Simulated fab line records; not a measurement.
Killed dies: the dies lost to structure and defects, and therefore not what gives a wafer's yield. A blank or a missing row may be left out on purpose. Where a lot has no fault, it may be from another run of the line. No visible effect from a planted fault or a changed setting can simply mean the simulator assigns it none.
Lot-split experiment    flow berkeley-cmos170    5 lots, 23 wafers read, on a route of 331 steps

ABOUT THE SPLIT
At UCB170_V1_PEB_10, the setting peb-temp-c was moved away from the recipe's 130 C on 7 of the 23 wafers read, by -2.8% to +2.9%. All remaining wafers had this setting at the recipe value.

FROM THE SPLIT TO THE READING: what the file shows between them, 4 steps
- UCB170_V1_DEVELOP_11: develop time 45 s
- UCB170_V1_CD_MEAS_12: target cd 700 nm
- UCB170_V1_ETCH_14: etches SiO2 in CHF3/CF4/Ar, stops on Al, target depth 1250 nm, time 291 s
- UCB170_V1_STRIP_15: strips in O2

THE READING
At UCB170_V1_CD_MEAS_90: cd-nm in nanometres, against a target cd of 700 nm. On this fab line, fault-free wafers typically give 700.1 nm with a standard deviation of 1.3 nm.

wafer   tool, chamber at the split  peb-temp-c as run, C  against the recipe  cd-nm, nm  against lot-mates on the recipe
L074.1  litho-track-01, 0           127.7                 -1.8%               682.9      -17.6
L074.2  litho-track-01, 0           130                   recipe              701.1      -
L074.4  litho-track-01, 0           127.7                 -1.8%               686.2      -14.3
L074.5  litho-track-01, 0           130                   recipe              699.9      -
L074.6  litho-track-01, 0           127.7                 -1.8%               686.4      -14.1
L077.2  litho-track-04, 0           133.8                 +2.9%               721.6      +21.9
L077.3  litho-track-04, 0           130                   recipe              700.7      -
L077.4  litho-track-04, 0           130                   recipe              697.5      -
L077.5  litho-track-04, 0           130                   recipe              700.8      -
L077.6  litho-track-04, 0           133.8                 +2.9%               723.3      +23.6
L080.1  litho-track-02, 0           130                   recipe              701.2      -
L080.2  litho-track-02, 0           130                   recipe              698.3      -
L080.3  litho-track-02, 0           130                   recipe              699.8      -
L080.5  litho-track-02, 0           130                   recipe              697.6      -
L080.6  litho-track-02, 0           130                   recipe              701.3      -
L081.1  litho-track-02, 0           130                   recipe              701.1      -
L081.2  litho-track-02, 0           130                   recipe              700.3      -
L081.4  litho-track-02, 0           126.4                 -2.8%               672.3      -28.1
L081.5  litho-track-02, 0           126.4                 -2.8%               674.7      -25.7
L081.6  litho-track-02, 0           130                   recipe              699.9      -
L082.2  litho-track-01, 0           130                   recipe              699.5      -
L082.4  litho-track-01, 0           130                   recipe              697.8      -
L082.5  litho-track-01, 0           130                   recipe              698.8      -

THE FIT
A straight line over all 23 wafers: cd-nm changes by +8.45 nm for each +1% of peb-temp-c; r = +0.99; the points scatter about the line by 1.7 nm.
The same after taking each lot's own level away (the mean of its wafers on the recipe; 23 wafers): +8.64 nm for each +1%; r = +0.99; scatter 1.7 nm.
That fit puts the effect of the largest move of peb-temp-c on the reading at 25 nm.
The lots' own levels span 698.70 to 700.50 nm, that is 1.4 times the standard deviation above.
The two slopes are in agreement: the lot-to-lot level therefore moves the slope only a little.
Check: with one of the wafers moved furthest among these (+2.9%) left out of the fit, the line predicts +25.9 nm for it against its lot-mates. It came out at +21.9 nm against them.

FURTHER SPLITS ON THESE WAFERS
These wafers also went through other splits before the reading. Each is held against what the fit with the lots' levels taken away leaves over:
other split on the same wafers        wafers away from the commonest value  r with cd-nm (lot level and that fit taken away)
UCB170_CONTACT_COAT_10 resist-thk-nm  8                                     +0.15
UCB170_CONTACT_SOFTBAKE_11 time-s     6                                     +0.04
UCB170_M1_SPUTTER_00 power-w          7                                     -0.18
UCB170_V1_COAT_07 resist-thk-nm       10                                    -0.29

THE WHOLE CHAIN: every reading that the file lists as answering this split, in the file's order
step                  what it does                                                               reading                                                    change (the file's fit)               r (the file's)
UCB170_V1_CD_MEAS_12  target cd 700 nm                                                           cd-nm                                                      +8.52 nm for each +1% of the setting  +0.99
UCB170_V1_ETCH_14     etches SiO2 in CHF3/CF4/Ar, stops on Al, target depth 1250 nm, time 291 s  V1.cd-nm (the simulator's own value, which no gauge read)  +8.72 nm for each +1% of the setting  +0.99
UCB170_V1_CD_MEAS_90  target cd 700 nm                                                           cd-nm                                                      +8.71 nm for each +1% of the setting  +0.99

FILE'S OWN FIT
cd-nm changes by +8.71 nm for each +1% of peb-temp-c, r = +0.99.
